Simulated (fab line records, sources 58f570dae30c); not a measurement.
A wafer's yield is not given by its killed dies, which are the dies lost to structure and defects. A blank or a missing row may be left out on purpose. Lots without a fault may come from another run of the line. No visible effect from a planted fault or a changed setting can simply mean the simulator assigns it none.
Which tool is to blame? :: flow berkeley-cmos170 :: 14 lots, 42 wafers sampled, at 1 step of a route of 331

WHAT EACH GAUGE READ, for each wafer
Not one reading of a measure or inspect step in the record can be checked against a usual standard deviation.

WHICH TOOL RAN EACH LOT (tool, then ch and the chambers of the sampled wafers, then the start)
lot: L534
UCB170_PWELL_IMPLANT_15: implanter-03 ch 0, day 2 22:50

lot: L536
UCB170_PWELL_IMPLANT_15: implanter-01 ch 0, day 3 13:25

lot: L539
UCB170_PWELL_IMPLANT_15: implanter-02 ch 0, day 4 06:43

lot: L540
UCB170_PWELL_IMPLANT_15: implanter-01 ch 0, day 4 10:26

lot: L541
UCB170_PWELL_IMPLANT_15: implanter-01 ch 0, day 4 14:41

lot: L543
UCB170_PWELL_IMPLANT_15: implanter-03 ch 0, day 4 21:29

lot: L544
UCB170_PWELL_IMPLANT_15: implanter-02 ch 0, day 4 22:05

lot: L545
UCB170_PWELL_IMPLANT_15: implanter-03 ch 0, day 5 08:56

lot: L547
UCB170_PWELL_IMPLANT_15: implanter-01 ch 0, day 5 15:21

lot: L552
UCB170_PWELL_IMPLANT_15: implanter-01 ch 0, day 6 15:22

lot: L551
UCB170_PWELL_IMPLANT_15: implanter-03 ch 0, day 6 15:31

lot: L554
UCB170_PWELL_IMPLANT_15: implanter-03 ch 0, day 7 05:34

lot: L553
UCB170_PWELL_IMPLANT_15: implanter-03 ch 0, day 7 05:40

lot: L555
UCB170_PWELL_IMPLANT_15: implanter-02 ch 0, day 7 10:14
- UCB170_PWELL_IMPLANT_15

WHAT THE TOOLS THEMSELVES READ (means of the sampled wafers that have a number; where no wafer has one, the mark that the record gives instead)
UCB170_PWELL_IMPLANT_15.
lot: L534
tool: implanter-03
beam-energy-keV: 59.983
dose-ions-cm2: 4.996e+12

lot: L536
tool: implanter-01
beam-energy-keV: 59.981
dose-ions-cm2: 5.002e+12

lot: L539
tool: implanter-02
beam-energy-keV: 60.008
dose-ions-cm2: 4.996e+12

lot: L540
tool: implanter-01
beam-energy-keV: 60.016
dose-ions-cm2: 4.992e+12

lot: L541
tool: implanter-01
beam-energy-keV: 59.996
dose-ions-cm2: 5.003e+12

lot: L543
tool: implanter-03
beam-energy-keV: 60.033
dose-ions-cm2: 5.000e+12

lot: L544
tool: implanter-02
beam-energy-keV: 60.003
dose-ions-cm2: 5.000e+12

lot: L545
tool: implanter-03
beam-energy-keV: 59.991
dose-ions-cm2: 5.004e+12

lot: L547
tool: implanter-01
beam-energy-keV: 59.994
dose-ions-cm2: 5.005e+12

lot: L552
tool: implanter-01
beam-energy-keV: 60.018
dose-ions-cm2: 4.998e+12

lot: L551
tool: implanter-03
beam-energy-keV: 59.999
dose-ions-cm2: 4.998e+12

lot: L554
tool: implanter-03
beam-energy-keV: 61.306
dose-ions-cm2: 5.008e+12

lot: L553
tool: implanter-03
beam-energy-keV: 61.318
dose-ions-cm2: 5.000e+12

lot: L555
tool: implanter-02
beam-energy-keV: 59.989
dose-ions-cm2: 4.997e+12

THE ANSWER, worked out from the rows above alone
Rule: the lots themselves supply what counts as usual. The widest of any qualifying gaps counts: lots, ordered by their means at a reading, are off when they make up no more than a third of the lots, leave a main group of 4 or more, and stand apart from it by 3 or more times the standard deviation of that group's means. The tables above print the reading to a certain number of digits; a main group whose means all agree to those digits is not used. A lot without any number at a reading at which 4 lots or more have one is off too. All remaining lots with rows at the step are treated as sound. Order of review: gauges by route order, followed by the tools' own readings, for which a lot's mean as printed above is used. At the first step where some lot is off, the reading lying furthest off is the one used; lots without a number count as furthest.
Off, at UCB170_PWELL_IMPLANT_15 on beam-energy-keV: L554, L553. The main group has a mean of 60.001 with a standard deviation of 0.015.
If a tool, at that step or one of the process steps before it, ran each lot that is off and ran no sound lot following the first of them, it fits. One fits: UCB170_PWELL_IMPLANT_15 on implanter-03. A fault onset in the window from L551 (day 6 15:31, its last sound lot) to L554 (day 7 05:34, its first lot off) fits.
The tool's own readings at UCB170_PWELL_IMPLANT_15 bear it out: on the lots that are off they differ by more than 5 times the standard deviation of the sound lots' means. beam-energy-keV reads 61.312 there against 60.001 on the sound lots.

WHAT THE SIMULATOR PUT IN
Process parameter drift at UCB170_PWELL_IMPLANT_15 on implanter-03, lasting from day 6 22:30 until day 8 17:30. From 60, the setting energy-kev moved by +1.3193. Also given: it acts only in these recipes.
Shown lots that were struck: L554, L553. The rule above found the same.
